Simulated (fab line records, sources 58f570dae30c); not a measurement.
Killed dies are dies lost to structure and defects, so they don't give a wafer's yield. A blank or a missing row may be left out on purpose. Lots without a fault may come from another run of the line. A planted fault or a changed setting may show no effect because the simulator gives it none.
One fault seen from 2 desks | flow berkeley_cmos170 | each desk has only its own numbers; what lay behind them comes last

THE TOOL OWNER'S DESK: implanter-03
The tool's own readings at UCB170_PLDD_IMPLANT_08: means of the sampled wafers that have a number, for each lot that ran on this tool. A lot is out of limits, marked OUT, if its mean lies more than 4 standard deviations from the usual mean; the brackets give that distance.
Columns: A = beam_energy_keV at UCB170_PLDD_IMPLANT_08, usual 10.001; B = tilt_deg at UCB170_PLDD_IMPLANT_08, usual 6.997 degrees
lot  | first seen here | A     | B
L473 | day 6 15:11     | 9.999 | 7.026
L475 | day 7 05:21     | 9.999 | -0.008 (-99 or more) OUT
L476 | day 7 19:37     | 9.996 | 0.013 (-99 or more) OUT
L493 | day 10 20:30    | 9.997 | 7.002
This desk's finding: out of limits on L475, L476; first on L475, day 7 05:21 (tilt_deg at UCB170_PLDD_IMPLANT_08). In limits: L473, L493.

THE METROLOGY DESK
What the gauges read, lot by lot, whatever tool the lot ran on: means of the sampled wafers that have a number. A lot is out of limits, marked OUT, if its mean lies more than 4 standard deviations from the usual mean; the brackets give that distance.
Columns: A = PLDD_TW at UCB170_PLDD_TW_MEAS_11, usual 1008; B = NLDD_OVL at UCB170_NLDD_OVL_MEAS_07, usual -1 nm
lot  | first seen here | A              | B
L473 | day 6 15:34     | 1006           | -7
L475 | day 7 05:45     | 961 (-5.8) OUT | 4
L476 | day 7 20:01     | 948 (-7.4) OUT | 2
L479 | day 8 04:46     | 1003           | -12
L481 | day 8 22:43     | 1020           | -1
L482 | day 8 23:22     | 1002           | -3
L485 | day 9 14:28     | 997            | -3
L487 | day 9 18:10     | 1010           | 10
L486 | day 9 18:27     | 1009           | -1
L488 | day 10 07:49    | 1004           | -3
L490 | day 10 11:55    | 1006           | -3
L489 | day 10 12:10    | 1017           | 2
L493 | day 10 20:54    | 1020           | -3
L492 | day 10 21:41    | 1019           | 1
This desk's finding: out of limits on L475, L476; first on L475, day 7 05:45 (PLDD_TW at UCB170_PLDD_TW_MEAS_11). In limits: L473, L479, L481, L482, L485, L487, L486, L488, L490, L489, L493, L492.

PUT TOGETHER
The tool owner's desk could have raised an alarm at day 7 05:21, on L475, L476.
The metrology desk could have raised an alarm at day 7 05:45, on L475, L476.
Of the lots named, all ran UCB170_PLDD_IMPLANT_08 on implanter-03.

WHAT THE SIMULATOR HAD PUT IN
Process parameter drift: implanter-03, from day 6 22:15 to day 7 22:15, at UCB170_PLDD_IMPLANT_08. Setting tilt_deg, moved by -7, from 7. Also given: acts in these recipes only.
Lots struck among those shown: L475, L476.
Hours from the fault's start to each desk's first reading out of limits: the tool owner's desk, 7; the metrology desk, 8.
